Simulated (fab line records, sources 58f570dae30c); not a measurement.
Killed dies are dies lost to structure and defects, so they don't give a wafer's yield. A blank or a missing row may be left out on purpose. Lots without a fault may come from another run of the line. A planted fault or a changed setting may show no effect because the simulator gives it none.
fab line records | flow berkeley_cmos170
record lots=5 wafers=15 last_day=11
route steps=331 shown V2@294 M3@309
lots that met no fault: from a run of the same line without faults
start_h: hours from the record's first day to the start of the lot's first wafer shown | wait_h: hours since the lot's step before | " the same as in the row above | L1.1+2: a row that stands for several wafers | - no value, or no start given | * or withheld: withheld | < > ~ a bound
route shown NAME@n: a module of which the file shows steps, and the number in the route of the first | usual: mean/standard deviation of fault-free wafers | same: alike in all rows | chamber/n: place in a boat | sites: the reading at each site | _std_site: their standard deviation | _edge_site: outer sites' mean less inner sites' | radius_mm: how far each site lies from the wafer's centre | mask NAME#n: copy n | behind: the tool/chamber that last shaped the wafer | hold: why the lot was held/for how many hours/how that ended | device: the transistor (n, p or np) that didn't switch | end of line: the same wafers' tests at the end of the route | a step without rows: its recipe alone | killed: dies lost to structure and defects at the first sort, not the wafer's yield | map: a wafer's dies, x killed, . not, _ none there
set.NAME: the setting as run; set.NAME@STEP: as run at that earlier step | model.NAME: the simulator's own value behind a step, which no gauge read
lots at some steps of the route; a table a step, a row a wafer
services: from which hour (start_h, from the record's first day; less than 0 if before it) a tool's chamber was out of use, for how many hours, and why
## steps
# step UCB170_V2_CMP_02
# recipe material=SiO2 down_force_psi=6 platen_rpm=60 pad_velocity_m_s=0.75398
# usual edge_zone_pressure_frac=1.000/0.005 motor_current_A=15.9/1.9
# columns lot.wafer tool chamber start_h wait_h edge_zone_pressure_frac motor_current_A
L074.3 cmp-02 1 153.82 0.1 1.004 14.0
L074.4 " 3 " " 1.004 15.2
L074.5 " 0 " " 0.994 16.9
L079.1 cmp-02 0 182.05 0.1 0.997 17.5
L079.2 " 1 " " 0.999 13.8
L079.5 " 0 " " 1.000 16.6
L086.1 cmp-01 0 219.52 0.3 1.016 15.0
L086.4 " 3 " " 0.992 16.9
L086.6 " 1 " " 1.000 18.5
L087.1 cmp-01 2 231.58 0.1 1.006 14.0
L087.4 " 0 " " 1.010 14.9
L087.5 " 3 " " 0.998 17.0
L089.1 cmp-02 2 250.09 0.1 1.005 17.6
L089.3 " 0 " " 0.999 16.3
L089.5 " 3 " " 1.010 14.1
# step UCB170_V2_BOW_MEAS_03
# recipe mode=bow
# usual V2_BOW=37/6.4
# columns lot.wafer tool chamber start_h wait_h V2_BOW[um]
L074.3 film_metro-02 - 154.11 0.2 27
L074.4 " - " " 37
L074.5 " - " " 29
L079.1 film_metro-04 - 182.30 0.2 38
L079.2 " - " " 42
L079.5 " - " " 26
L086.1 film_metro-04 - 219.82 0.2 42
L086.4 " - " " 33
L086.6 " - " " 43
L087.1 film_metro-04 - 231.88 0.2 36
L087.4 " - " " 34
L087.5 " - " " 34
L089.1 film_metro-02 - 250.39 0.2 32
L089.3 " - " " 37
L089.5 " - " " 26
# step UCB170_V2_THK_MEAS_04
# recipe reads=SiO2_of_V2_CVD_00
# usual V2_POLISHED_THK=999.4/1.3
# columns lot.wafer tool chamber start_h wait_h V2_POLISHED_THK[nm]
L074.3 film_metro-02 - 154.21 0.1 998.8
L074.4 " - " " 997.9
L074.5 " - " " 998.3
L079.1 film_metro-04 - 182.42 0.1 997.8
L079.2 " - " " 999.5
L079.5 " - " " 998.5
L086.1 film_metro-04 - 219.94 0.1 999.7
L086.4 " - " " 999.8
L086.6 " - " " 1000.2
L087.1 film_metro-04 - 232.00 0.1 999.2
L087.4 " - " " 1002.0
L087.5 " - " " 1002.2
L089.1 film_metro-02 - 250.51 0.1 1000.5
L089.3 " - " " 998.6
L089.5 " - " " 998.3
# step UCB170_V2_CLEAN_05
# recipe chemistry=DIW
# columns lot.wafer tool chamber start_h wait_h
L074.3+4+5 wet_bench-03 0 154.37 0.1
L079.1+2+5 wet_bench-04 0 182.61 0.2
L086.1+4+6 wet_bench-01 0 220.00 0.1
L087.1+4+5 wet_bench-04 3 232.67 0.7
L089.1+3+5 wet_bench-01 1 250.57 0.1
# step UCB170_V2_HMDS_06
# recipe prime_time_s=60 prime_temp_c=100
# usual prime_temp_c=99.97/0.13
# columns lot.wafer tool chamber start_h wait_h prime_temp_c
L074.3 litho_track-04 0 154.59 0.1 99.68
L074.4 " 0 " " 99.59
L074.5 " 0 " " 99.82
L079.1 litho_track-02 0 182.94 0.1 100.03
L079.2 " 0 " " 100.10
L079.5 " 0 " " 100.14
L086.1 litho_track-02 0 220.23 0.0 100.03
L086.4 " 0 " " 100.15
L086.6 " 0 " " 100.01
L087.1 litho_track-02 0 233.01 0.2 100.11
L087.4 " 0 " " 99.97
L087.5 " 0 " " 100.02
L089.1 litho_track-02 0 250.94 0.2 100.23
L089.3 " 0 " " 100.07
L089.5 " 0 " " 100.06
# step UCB170_V2_COAT_07
# recipe resist=KrF spin_rpm=1500 resist_thk_nm=908.9
# columns lot.wafer tool chamber start_h wait_h
L074.3+4+5 litho_track-04 0 154.74 0.1
L079.1+2+5 litho_track-02 0 183.09 0.1
L086.1+4+6 litho_track-02 0 220.38 0.1
L087.1+4+5 litho_track-02 0 233.16 0.1
L089.1+3+5 litho_track-02 0 251.09 0.1
# step UCB170_V2_SOFTBAKE_08
# recipe resist=KrF temp_c=130 time_s=60
# columns lot.wafer tool chamber start_h wait_h
L074.3+4+5 litho_track-04 0 154.89 0.1
L079.1+2+5 litho_track-02 0 183.24 0.1
L086.1+4+6 litho_track-02 0 220.53 0.1
L087.1+4+5 litho_track-02 0 233.31 0.1
L089.1+3+5 litho_track-02 0 251.24 0.1
# step UCB170_V2_EXPOSE_09
# recipe mask_id=VIA2 target_cd_nm=700 na=0.5 sigma_outer=0.6 source_shape=conventional dose_mj=37
# usual reticle_temp_C=23.00/0.1
# columns lot.wafer tool chamber start_h wait_h mask reticle_temp_C
L074.3 krf_scanner-01 0 155.03 0.1 VIA2#0 23.00
L074.4 " 0 " " VIA2#0 23.08
L074.5 " 0 " " VIA2#0 23.08
L079.1 krf_scanner-02 0 183.53 0.3 VIA2#0 23.04
L079.2 " 0 " " VIA2#0 23.04
L079.5 " 0 " " VIA2#0 22.92
L086.1 krf_scanner-02 0 220.80 0.2 VIA2#0 23.18
L086.4 " 0 " " VIA2#0 23.14
L086.6 " 0 " " VIA2#0 23.16
L087.1 krf_scanner-01 0 233.59 0.2 VIA2#0 22.94
L087.4 " 0 " " VIA2#0 22.98
L087.5 " 0 " " VIA2#0 23.00
L089.1 krf_scanner-01 0 251.53 0.3 VIA2#0 22.99
L089.3 " 0 " " VIA2#0 22.89
L089.5 " 0 " " VIA2#0 23.02
# step UCB170_V2_PEB_10
# recipe peb_temp_c=130 peb_time_s=withheld resist=KrF
# columns lot.wafer tool chamber start_h wait_h
L074.3+4+5 litho_track-03 0 155.53 0.5
L079.1+2+5 litho_track-02 0 183.69 0.1
L086.1+4+6 litho_track-04 0 220.94 0.1
L087.1+4+5 litho_track-02 0 234.19 0.6
L089.1+3+5 litho_track-04 0 252.16 0.6
# step UCB170_V2_DEVELOP_11
# recipe developer=TMAH develop_time_s=45 resist=KrF dev_temp_c=21
# columns lot.wafer tool chamber start_h wait_h
L074.3+4+5 litho_track-03 0 - -
L079.1+2+5 litho_track-02 0 - -
L086.1+4+6 litho_track-04 0 - -
L087.1+4+5 litho_track-02 0 - -
L089.1+3+5 litho_track-04 0 - -
# step UCB170_V2_CD_MEAS_12
# recipe target_cd_nm=700
# usual cd_nm=700.0/1.4
# columns lot.wafer tool chamber start_h wait_h cd_nm
L074.3 cd_sem-01 - 155.82 - 701.6
L074.4 " - " " 701.3
L074.5 " - " " 700.3
L079.1 cd_sem-01 - 184.19 - 703.1
L079.2 " - " " 702.4
L079.5 " - " " 702.1
L086.1 cd_sem-01 - 221.21 - 699.2
L086.4 " - " " 698.5
L086.6 " - " " 700.5
L087.1 cd_sem-01 - 234.46 - 701.0
L087.4 " - " " 700.6
L087.5 " - " " 700.9
L089.1 cd_sem-01 - 252.43 - 699.4
L089.3 " - " " 699.7
L089.5 " - " " 699.5
# step UCB170_V2_OVL_MEAS_13
# usual V2_OVL=1/5.9
# columns lot.wafer tool chamber start_h wait_h V2_OVL[nm]
L074.3 overlay-02 - 155.92 0.1 3
L074.4 " - " " 0
L074.5 " - " " 1
L079.1 overlay-02 - 184.31 0.1 0
L079.2 " - " " -5
L079.5 " - " " -4
L086.1 overlay-02 - 221.33 0.1 -1
L086.4 " - " " -3
L086.6 " - " " -5
L087.1 overlay-01 - 234.58 0.1 2
L087.4 " - " " 7
L087.5 " - " " 6
L089.1 overlay-01 - 252.55 0.1 -8
L089.3 " - " " -4
L089.5 " - " " -7
# step UCB170_V2_ETCH_14
# recipe chemistry=CHF3/CF4/Ar target=SiO2 stop_on=Al CHF3_flow_sccm=45 cf4_flow_sccm=15 Ar_flow_sccm=150 pressure_mtorr=200 rf_w=700 target_depth_a=12500 over_etch_frac=0.25 time_s=291
# usual CHF3_flow_sccm=45.01/0.13 cf4_flow_sccm=14.99/0.045 drypump_motor_current_A=5.8/0.44 oes_product_au=0.870/0.01 throttle_valve_pct=6.95/0.098
# columns lot.wafer tool chamber start_h wait_h CHF3_flow_sccm cf4_flow_sccm drypump_motor_current_A oes_product_au rf_hours_counter_h throttle_valve_pct
L074.3 rie_diel-04 0 155.94 0.0 44.97 14.97 5.5 0.857 28 6.92
L074.4 " 3 " " 44.92 15.03 6.4 0.870 111 6.90
L074.5 " 0 " " 44.72 15.05 5.5 0.845 - 6.94
L079.1 rie_diel-01 3 184.34 0.0 44.90 14.88 6.0 0.867 13 7.00
L079.2 " 2 " " 44.95 15.07 5.6 0.872 40 7.17
L079.5 " 1 " " 45.14 15.00 5.7 0.863 - 6.81
L086.1 rie_diel-02 0 221.37 0.0 44.88 14.99 5.6 0.875 22 7.09
L086.4 " 2 " " 45.07 15.03 6.4 0.872 - 6.93
L086.6 " 3 " " 44.84 15.00 5.7 0.898 - 7.01
L087.1 rie_diel-04 3 234.62 0.0 45.05 15.02 6.4 0.870 115 6.91
L087.4 " 0 " " 44.95 14.99 5.4 0.854 33 6.93
L087.5 " 0 " " 45.07 15.04 5.4 0.855 - 6.93
L089.1 rie_diel-02 3 252.59 0.0 45.14 15.02 5.7 0.881 72 7.01
L089.3 " 1 " " 44.82 14.96 5.0 0.872 1 7.03
L089.5 " 2 " " 45.23 15.03 6.3 0.868 - 6.92
# step UCB170_V2_STRIP_15
# recipe chemistry=O2 power_w=400 pressure_mtorr=3500 platen_temp_c=withheld o2_flow_sccm=400 overash_fraction=0.5
# usual drypump_motor_current_A=5.65/0.29 oes_product_au=0.721/0.0044 strip_time_to_endpoint_s=15.59/0.16
# columns lot.wafer tool chamber start_h wait_h drypump_motor_current_A oes_product_au rf_hours_counter_h strip_time_to_endpoint_s
L074.3 plasma_asher-02 0 156.15 0.1 5.89 0.718 - 15.37
L074.4 " 1 " " 5.99 0.726 - 15.63
L074.5 " 0 " " 5.88 0.726 - 15.36
L079.1 plasma_asher-04 0 184.52 0.1 5.42 0.726 7 15.75
L079.2 " 1 " " 5.36 0.719 7 15.58
L079.5 " 0 " " 5.43 0.724 - 15.28
L086.1 plasma_asher-03 0 221.55 0.1 5.83 0.724 47 15.63
L086.4 " 1 " " 5.15 0.723 - 15.74
L086.6 " 1 " " 5.14 0.726 - 15.72
L087.1 plasma_asher-04 0 234.80 0.1 5.44 0.729 12 15.69
L087.4 " 0 " " 5.45 0.714 - 15.36
L087.5 " 1 " " 5.37 0.721 - 15.33
L089.1 plasma_asher-02 1 252.77 0.1 5.98 0.720 57 15.87
L089.3 " 1 " " 6.01 0.715 - 15.72
L089.5 " 1 " " 5.99 0.717 - 15.78
# step UCB170_V2_CD_MEAS_90
# recipe target_cd_nm=700
# usual cd_nm=700.3/1.4
# columns lot.wafer tool chamber start_h wait_h cd_nm
L074.3 cd_sem-01 - 156.66 0.5 701.9
L074.4 " - " " 700.2
L074.5 " - " " 701.5
L079.1 cd_sem-01 - 184.67 0.1 703.6
L079.2 " - " " 701.8
L079.5 " - " " 702.5
L086.1 cd_sem-02 - 221.65 0.1 699.6
L086.4 " - " " 699.3
L086.6 " - " " 701.3
L087.1 cd_sem-01 - 234.90 0.1 700.3
L087.4 " - " " 701.3
L087.5 " - " " 701.4
L089.1 cd_sem-01 - 252.87 0.1 699.8
L089.3 " - " " 699.9
L089.5 " - " " 700.1
# step UCB170_M3_PRE_CLEAN_00
# recipe gas=Ar preclean_etch_time_s=60
# columns lot.wafer tool chamber start_h wait_h
L074.3+4+5 pvd_sputter-02 - 156.74 0.1
L079.1+2+5 pvd_sputter-01 - 184.79 0.1
L086.1+4+6 pvd_sputter-01 - 221.77 0.1
L087.1+4+5 pvd_sputter-01 - 235.02 0.1
L089.1+3+5 pvd_sputter-01 - 252.99 0.1
# step UCB170_M3_SPUTTER_01
# recipe material=Al target_thk_nm=900 time_s=120 power_w=6000 chamber_pressure_pa=0.5
# usual throttle_valve_pct=29.7/1.1
# columns lot.wafer tool chamber start_h wait_h throttle_valve_pct
L074.3 pvd_sputter-02 - 156.81 0.0 28.3
L074.4 " - " " 31.8
L074.5 " - " " 31.7
L079.1 pvd_sputter-01 - 184.85 0.0 29.9
L079.2 " - " " 30.9
L079.5 " - " " 30.6
L086.1 pvd_sputter-01 - 221.84 0.0 30.8
L086.4 " - " " 30.6
L086.6 " - " " 30.5
L087.1 pvd_sputter-01 - 235.08 0.0 30.0
L087.4 " - " " 30.5
L087.5 " - " " 30.7
L089.1 pvd_sputter-01 - 253.05 0.0 30.5
L089.3 " - " " 30.8
L089.5 " - " " 30.3
# step UCB170_M3_RS_MEAS_02
# recipe thk_meas_gauge=four-point-probe reads=Al_of_M3_SPUTTER_01
# usual M3_AL_RS=0.0321/0.00036
# columns lot.wafer tool chamber start_h wait_h M3_AL_RS[ohm/sq]
L074.3 film_metro-03 - 156.93 0.1 0.0322
L074.4 " - " " 0.0319
L074.5 " - " " 0.0319
L079.1 film_metro-03 - 184.94 0.0 0.0322
L079.2 " - " " 0.0324
L079.5 " - " " 0.0327
L086.1 film_metro-01 - 221.92 0.0 0.0319
L086.4 " - " " 0.0324
L086.6 " - " " 0.0326
L087.1 film_metro-02 - 235.17 0.0 0.0321
L087.4 " - " " 0.0325
L087.5 " - " " 0.0323
L089.1 film_metro-01 - 253.14 0.0 0.0322
L089.3 " - " " 0.0317
L089.5 " - " " 0.0320
# step UCB170_M3_THK_MEAS_03
# recipe thk_meas_gauge=xrf reads=Al_of_M3_SPUTTER_01
# usual M3_AL_THK=895/10
# columns lot.wafer tool chamber start_h wait_h M3_AL_THK[nm]
L074.3 film_metro-03 - 157.03 0.1 894
L074.4 " - " " 902
L074.5 " - " " 897
L079.1 film_metro-03 - 185.06 0.1 891
L079.2 " - " " 880
L079.5 " - " " 873
L086.1 film_metro-01 - 222.04 0.1 898
L086.4 " - " " 889
L086.6 " - " " 882
L087.1 film_metro-02 - 235.29 0.1 905
L087.4 " - " " 891
L087.5 " - " " 898
L089.1 film_metro-01 - 253.26 0.1 889
L089.3 " - " " 902
L089.5 " - " " 892
# step UCB170_M3_HMDS_04
# recipe prime_time_s=60 prime_temp_c=100
# usual prime_temp_c=100.00/0.11
# columns lot.wafer tool chamber start_h wait_h prime_temp_c
L074.3 litho_track-01 0 157.12 0.1 99.92
L074.4 " 0 " " 100.06
L074.5 " 0 " " 100.03
L079.1 litho_track-02 0 185.22 0.2 99.95
L079.2 " 0 " " 99.90
L079.5 " 0 " " 99.97
L086.1 litho_track-01 0 222.85 0.8 99.89
L086.4 " 0 " " 100.03
L086.6 " 0 " " 99.88
L087.1 litho_track-01 0 235.65 0.4 100.02
L087.4 " 0 " " 99.87
L087.5 " 0 " " 100.16
L089.1 litho_track-04 0 253.98 0.7 99.98
L089.3 " 0 " " 99.85
L089.5 " 0 " " 100.10
# step UCB170_M3_COAT_05
# recipe resist=KrF spin_rpm=1500 resist_thk_nm=900
# columns lot.wafer tool chamber start_h wait_h
L074.3+4+5 litho_track-01 0 157.27 0.1
L079.1+2+5 litho_track-02 0 185.37 0.1
L086.1+4+6 litho_track-01 0 223.00 0.1
L087.1+4+5 litho_track-01 0 235.80 0.1
L089.1+3+5 litho_track-04 0 254.13 0.1
# step UCB170_M3_SOFTBAKE_06
# recipe resist=KrF temp_c=130 time_s=60
# columns lot.wafer tool chamber start_h wait_h
L074.3+4+5 litho_track-01 0 157.42 0.1
L079.1+2+5 litho_track-02 0 185.52 0.1
L086.1+4+6 litho_track-01 0 223.15 0.1
L087.1+4+5 litho_track-01 0 235.95 0.1
L089.1+3+5 litho_track-04 0 254.28 0.1
# step UCB170_M3_STRIP_07
# recipe chemistry=O2 power_w=400 pressure_mtorr=3500 platen_temp_c=withheld o2_flow_sccm=400 overash_fraction=0.5
# usual drypump_motor_current_A=5.7/0.37 oes_product_au=0.735/0.0042 strip_time_to_endpoint_s=21.98/0.058
# columns lot.wafer tool chamber start_h wait_h drypump_motor_current_A oes_product_au rf_hours_counter_h strip_time_to_endpoint_s
L074.3 plasma_asher-01 1 157.56 0.1 5.9 0.740 - 22.03
L074.4 " 0 " " 5.0 0.725 - 22.05
L074.5 " 0 " " 5.1 0.736 - 22.07
L079.1 plasma_asher-03 0 185.67 0.1 5.8 0.737 43 21.97
L079.2 " 1 " " 5.2 0.742 43 22.02
L079.5 " 1 " " 5.2 0.731 - 21.99
L086.1 plasma_asher-02 0 223.30 0.1 5.9 0.739 52 21.94
L086.4 " 0 " " 5.9 0.741 - 21.92
L086.6 " 0 " " 5.9 0.739 - 21.99
L087.1 plasma_asher-03 0 236.10 0.1 5.9 0.738 49 21.98
L087.4 " 1 " " 5.2 0.737 - 21.97
L087.5 " 1 " " 5.2 0.731 - 21.93
L089.1 plasma_asher-01 1 254.43 0.1 5.8 0.731 55 21.98
L089.3 " 0 " " 5.1 0.735 - 21.93
L089.5 " 0 " " 5.1 0.738 - 21.97
# step UCB170_M3_STRIP_08
# recipe chemistry=DMSO temp_c=80 time_s=600 material=KrF
# columns lot.wafer tool chamber start_h wait_h
L074.3+4+5 wet_bench-04 2 158.74 1.2
L079.1+2+5 wet_bench-04 3 185.77 0.1
L086.1+4+6 wet_bench-01 3 223.40 0.1
L087.1+4+5 wet_bench-01 0 237.32 1.2
L089.1+3+5 wet_bench-01 1 254.53 0.1
# step UCB170_M3_COAT_09
# recipe resist=BARC temp_c=withheld time_s=withheld spin_rpm=3000 resist_thk_nm=withheld
# columns lot.wafer tool chamber start_h wait_h
L074.3+4+5 litho_track-04 0 159.74 0.8
L079.1+2+5 litho_track-02 0 186.12 0.2
L086.1+4+6 litho_track-04 0 224.50 0.9
L087.1+4+5 litho_track-01 0 238.10 0.6
L089.1+3+5 litho_track-01 0 255.83 1.1
# step UCB170_M3_COAT_10
# recipe resist=KrF spin_rpm=1500 resist_thk_nm=900
# columns lot.wafer tool chamber start_h wait_h
L074.3+4+5 litho_track-04 0 - -
L079.1+2+5 litho_track-02 0 - -
L086.1+4+6 litho_track-04 0 - -
L087.1+4+5 litho_track-01 0 - -
L089.1+3+5 litho_track-01 0 - -
# step UCB170_M3_SOFTBAKE_11
# recipe resist=KrF temp_c=130 time_s=60
# columns lot.wafer tool chamber start_h wait_h
L074.3+4+5 litho_track-04 0 - -
L079.1+2+5 litho_track-02 0 - -
L086.1+4+6 litho_track-04 0 - -
L087.1+4+5 litho_track-01 0 - -
L089.1+3+5 litho_track-01 0 - -
# step UCB170_M3_EXPOSE_12
# recipe mask_id=METAL3 target_cd_nm=700 na=0.5 sigma_outer=0.6 source_shape=conventional dose_mj=26
# usual reticle_temp_C=23.02/0.1
# columns lot.wafer tool chamber start_h wait_h mask reticle_temp_C
L074.3 krf_scanner-02 0 160.37 - METAL3#0 23.06
L074.4 " 0 " " METAL3#0 23.04
L074.5 " 0 " " METAL3#0 23.08
L079.1 krf_scanner-02 0 186.70 - METAL3#0 22.89
L079.2 " 0 " " METAL3#0 22.97
L079.5 " 0 " " METAL3#0 23.02
L086.1 krf_scanner-01 0 - - METAL3#0 23.00
L086.4 " 0 " " METAL3#0 23.25
L086.6 " 0 " " METAL3#0 23.13
L087.1 krf_scanner-01 0 238.55 - METAL3#0 23.13
L087.4 " 0 " " METAL3#0 23.06
L087.5 " 0 " " METAL3#0 23.15
L089.1 krf_scanner-01 0 - - METAL3#0 22.87
L089.3 " 0 " " METAL3#0 22.87
L089.5 " 0 " " METAL3#0 22.82
# step UCB170_M3_PEB_13
# recipe peb_temp_c=130 peb_time_s=withheld resist=KrF
# columns lot.wafer tool chamber start_h wait_h
L074.3+4+5 litho_track-04 0 160.74 0.4
L079.1+2+5 litho_track-01 0 186.81 0.1
L086.1+4+6 litho_track-02 0 - -
L087.1+4+5 litho_track-04 0 238.66 0.1
L089.1+3+5 litho_track-01 0 - -
# step UCB170_M3_DEVELOP_14
# recipe developer=TMAH develop_time_s=42.92 resist=KrF dev_temp_c=21
# columns lot.wafer tool chamber start_h wait_h
L074.3+4+5 litho_track-04 0 - -
L079.1+2+5 litho_track-01 0 - -
L086.1+4+6 litho_track-02 0 - -
L087.1+4+5 litho_track-04 0 - -
L089.1+3+5 litho_track-01 0 - -
# step UCB170_M3_CD_MEAS_15
# recipe target_cd_nm=700
# usual cd_nm=699.6/1.5
# columns lot.wafer tool chamber start_h wait_h cd_nm
L074.3 cd_sem-01 - 161.09 - 700.6
L074.4 " - " " 702.4
L074.5 " - " " 701.2
L079.1 cd_sem-02 - 187.09 - 699.1
L079.2 " - " " 700.3
L079.5 " - " " 701.8
L086.1 cd_sem-01 - 226.55 - 698.9
L086.4 " - " " 698.1
L086.6 " - " " 697.7
L087.1 cd_sem-01 - 238.94 - 701.8
L087.4 " - " " 701.0
L087.5 " - " " 700.7
L089.1 cd_sem-01 - 257.93 - 698.8
L089.3 " - " " 699.3
L089.5 " - " " 698.3
# step UCB170_M3_OVL_MEAS_16
# usual M3_OVL=-1/6.1
# columns lot.wafer tool chamber start_h wait_h M3_OVL[nm]
L074.3 overlay-01 - 161.18 0.1 -9
L074.4 " - " " -15
L074.5 " - " " -13
L079.1 overlay-01 - 187.21 0.1 -6
L079.2 " - " " -6
L079.5 " - " " 6
L086.1 overlay-01 - 226.67 0.1 3
L086.4 " - " " 6
L086.6 " - " " 7
L087.1 overlay-02 - 239.06 0.1 11
L087.4 " - " " -1
L087.5 " - " " 5
L089.1 overlay-01 - 258.05 0.1 -1
L089.3 " - " " 1
L089.5 " - " " 0
# step UCB170_M3_ETCH_17
# recipe chemistry=N2/H2 target_depth_a=withheld overetch_a=withheld target=BARC time_s=withheld source_w=500 bias_w=100 pressure_mtorr=30.71 n2_flow_sccm=100 h2_flow_sccm=200
# usual drypump_motor_current_A=5.7/0.32 oes_product_au=0.998/0.018 throttle_valve_pct=13.13/0.19
# columns lot.wafer tool chamber start_h wait_h drypump_motor_current_A oes_product_au throttle_valve_pct
L074.3 rie_diel-02 3 161.21 0.0 5.8 0.997 13.15
L074.4 " 0 " " 5.6 0.988 13.31
L074.5 " 2 " " 6.3 1.014 13.10
L079.1 rie_diel-01 2 187.24 0.0 5.6 0.989 13.50
L079.2 " 0 " " 4.9 1.016 13.00
L079.5 " 1 " " 5.7 1.004 12.98
L086.1 rie_diel-03 1 226.71 0.0 5.4 0.990 13.05
L086.4 " 3 " " 6.0 0.972 12.89
L086.6 " 0 " " 5.6 1.003 13.36
L087.1 rie_diel-03 0 239.10 0.0 5.6 1.015 13.35
L087.4 " 2 " " 5.5 1.010 12.89
L087.5 " 3 " " 6.0 0.978 12.90
L089.1 rie_diel-01 1 258.09 0.0 5.7 1.013 12.98
L089.3 " 3 " " 6.0 0.970 13.18
L089.5 " 3 " " 6.0 0.964 13.15
# step UCB170_M3_METAL_ETCH_18
# recipe chemistry=Cl2/BCl3 target=Al stop_on=SiO2 pressure_mtorr=12 target_depth_a=11700 over_etch_frac=0.3 time_s=195 icp_w=600 bias_w=120 Cl2_flow_sccm=90 bcl3_flow_sccm=45
# usual drypump_motor_current_A=5.9/0.34 mfc_cl2_sccm=89.96/0.27 oes_product_au=0.851/0.012 throttle_valve_pct=24.53/0.14
# columns lot.wafer tool chamber start_h wait_h drypump_motor_current_A mfc_cl2_sccm oes_product_au rf_hours_counter_h throttle_valve_pct
L074.3 rie_metal-03 1 161.31 - 5.8 90.48 0.842 - 24.61
L074.4 " 0 " " 5.7 90.02 0.850 - 24.61
L074.5 " 0 " " 5.7 89.87 0.844 - 24.60
L079.1 rie_metal-02 1 187.29 - 6.4 90.07 0.860 12 24.76
L079.2 " 0 " " 6.1 89.94 0.867 14 24.30
L079.5 " 1 " " 6.4 90.20 0.861 - 24.76
L086.1 rie_metal-02 1 226.75 - 6.4 89.77 0.862 13 24.75
L086.4 " 1 " " 6.4 89.88 0.855 - 24.75
L086.6 " 1 " " 6.4 89.43 0.852 - 24.75
L087.1 rie_metal-03 0 239.14 - 5.7 90.35 0.838 14 24.60
L087.4 " 1 " " 5.8 89.79 0.837 - 24.59
L087.5 " 1 " " 5.8 89.40 0.842 - 24.60
L089.1 rie_metal-02 0 258.13 - 6.0 89.89 0.866 16 24.30
L089.3 " 1 " " 6.4 89.93 0.851 - 24.74
L089.5 " 0 " " 6.1 89.83 0.871 - 24.31
# step UCB170_M3_STRIP_19
# recipe chemistry=O2 power_w=400 pressure_mtorr=3500 platen_temp_c=withheld o2_flow_sccm=400 overash_fraction=0.5
# usual drypump_motor_current_A=5.6/0.38 oes_product_au=0.541/0.017
# columns lot.wafer tool chamber start_h wait_h drypump_motor_current_A oes_product_au rf_hours_counter_h
L074.3 plasma_asher-01 1 161.47 0.1 5.8 0.545 -
L074.4 " 0 " " 5.1 0.531 -
L074.5 " 1 " " 5.8 0.526 -
L079.1 plasma_asher-03 1 187.47 0.1 5.1 0.510 43
L079.2 " 0 " " 5.9 0.544 43
L079.5 " 1 " " 5.1 0.509 -
L086.1 plasma_asher-03 1 226.94 0.1 5.2 0.519 47
L086.4 " 1 " " 5.2 0.520 -
L086.6 " 1 " " 5.2 0.525 -
L087.1 plasma_asher-03 0 239.32 0.1 5.9 0.519 49
L087.4 " 1 " " 5.1 0.547 -
L087.5 " 1 " " 5.1 0.543 -
L089.1 plasma_asher-01 1 258.32 0.1 5.8 0.555 56
L089.3 " 0 " " 5.0 0.519 -
L089.5 " 0 " " 5.0 0.554 -
# step UCB170_M3_CD_MEAS_90
# recipe target_cd_nm=700
# usual cd_nm=700/4.3
# columns lot.wafer tool chamber start_h wait_h cd_nm
L074.3 cd_sem-01 - 161.72 0.2 708
L074.4 " - " " 700
L074.5 " - " " 700
L079.1 cd_sem-02 - 187.57 0.1 693
L079.2 " - " " 697
L079.5 " - " " 695
L086.1 cd_sem-02 - 227.04 0.1 694
L086.4 " - " " 692
L086.6 " - " " 695
L087.1 cd_sem-01 - 239.42 0.1 699
L087.4 " - " " 705
L087.5 " - " " 704
L089.1 cd_sem-01 - 258.42 0.1 699
L089.3 " - " " 689
L089.5 " - " " 697
# step UCB170_M3_BOW_MEAS_20
# recipe mode=bow
# usual M3_BOW=36/6.3
# columns lot.wafer tool chamber start_h wait_h M3_BOW[um]
L074.3 film_metro-01 - 161.84 0.1 26
L074.4 " - " " 35
L074.5 " - " " 29
L079.1 film_metro-01 - 187.69 0.1 38
L079.2 " - " " 41
L079.5 " - " " 26
L086.1 film_metro-01 - 227.16 0.1 43
L086.4 " - " " 33
L086.6 " - " " 42
L087.1 film_metro-02 - 239.54 0.1 36
L087.4 " - " " 33
L087.5 " - " " 35
L089.1 film_metro-03 - 258.54 0.1 31
L089.3 " - " " 35
L089.5 " - " " 24
## services
# columns tool chamber start_h hours kind
plasma_asher-04 - 132.69 1.2 repair
rie_diel-04 1 132.81 3.4 repair
rie_diel-04 - 134.90 0.2 repair
krf_scanner-02 - 135.52 3.6 pm
cmp-02 - 145.77 5.7 pm
krf_scanner-02 - 145.82 1.3 pm
krf_scanner-02 - 148.86 0.8 pm
krf_scanner-01 - 152.99 0.8 pm
krf_scanner-02 - 153.74 1.0 pm
plasma_asher-03 - 159.38 0.9 repair
cmp-01 - 159.67 0.3 repair
cmp-01 - 163.58 4.2 repair
krf_scanner-02 - 165.39 4.0 pm
cmp-02 - 192.00 2.5 repair
cmp-01 - 201.38 1.3 repair
pvd_sputter-02 - 202.42 2.7 repair
rie_diel-02 1 205.29 5.3 repair
cmp-02 - 215.88 5.0 pm
pvd_sputter-01 - 219.76 1.4 repair
rie_metal-02 1 219.83 4.5 repair
krf_scanner-01 - 228.59 1.0 pm
cmp-01 - 232.00 4.0 pm
rie_diel-03 2 233.33 3.2 repair
rie_diel-04 2 245.35 12.3 repair
## key
fault none
